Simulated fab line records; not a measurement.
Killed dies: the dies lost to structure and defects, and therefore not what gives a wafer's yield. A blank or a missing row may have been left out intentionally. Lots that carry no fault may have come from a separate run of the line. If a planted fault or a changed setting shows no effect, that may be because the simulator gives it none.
What tool caused it?    flow ritCmos    7 lots, 21 wafers sampled, at 2 steps of a route of 202

## WHAT EACH GAUGE READ, for each wafer
RIT_NWELL_TW_MEAS_10.
lot   measured     on            NWELL_TW
L222  day 2 05:15  filmMetro-04  2138 2152 2139
L225  day 2 17:07  filmMetro-01  2188 2166 2171
L227  day 3 03:41  filmMetro-01  2175 2166 2158
L232  day 4 04:02  filmMetro-01  2176 2172 2178
L237  day 5 04:58  filmMetro-04  2134 2135 2136
L239  day 5 21:11  filmMetro-04  1842 1846 1839
L244  day 6 17:35  filmMetro-04  2156 2152 2155

## WHICH TOOL RAN EACH LOT (tool, then ch and the chambers of the sampled wafers, then the start)
lot   RIT_NWELL_IMPLANT_08
L222  implanter-03 ch 0, day 2 04:58
L225  implanter-03 ch 0, day 2 16:48
L227  implanter-03 ch 0, day 3 03:22
L232  implanter-01 ch 0, day 4 03:43
L237  implanter-03 ch 0, day 5 04:41
L239  implanter-03 ch 0, day 5 20:53
L244  implanter-02 ch 0, day 6 17:19
- RIT_NWELL_IMPLANT_08

## THE ANSWER, worked out from the rows above alone
Rule: the usual values come from the lots themselves. The widest of any qualifying gaps counts: lots, ordered by their means at a reading, are off when they make up no more than a third of the lots, leave a main group of 4 or more, and stand apart from it by 3 or more times the standard deviation of that group's means. Not used: any main group whose means are identical at the precision the tables above print for the reading. A lot without any number at a reading at which 4 lots or more have one is off too. All remaining lots with rows at the step are treated as sound.
Off: L239, at RIT_NWELL_TW_MEAS_10 (NWELL_TW). Main group: mean 2158, sd 15.
A tool fits if, at a process step before that reading, it ran every lot that is off, and no sound lot after the first of them. The gauges at RIT_NWELL_TW_MEAS_10 are tried like those tools. One candidate fits, namely implanter-03 at RIT_NWELL_IMPLANT_08. Its last sound lot is L237 (day 5 04:41), its first lot that is off L239 (day 5 20:53): a fault that began between those two fits.

## WHAT HAD BEEN PUT IN BY THE SIMULATOR
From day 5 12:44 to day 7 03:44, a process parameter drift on implanter-03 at RIT_NWELL_IMPLANT_08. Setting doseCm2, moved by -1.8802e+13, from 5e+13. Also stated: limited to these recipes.
Lots struck among those shown: L239. Same finding as the rule above.
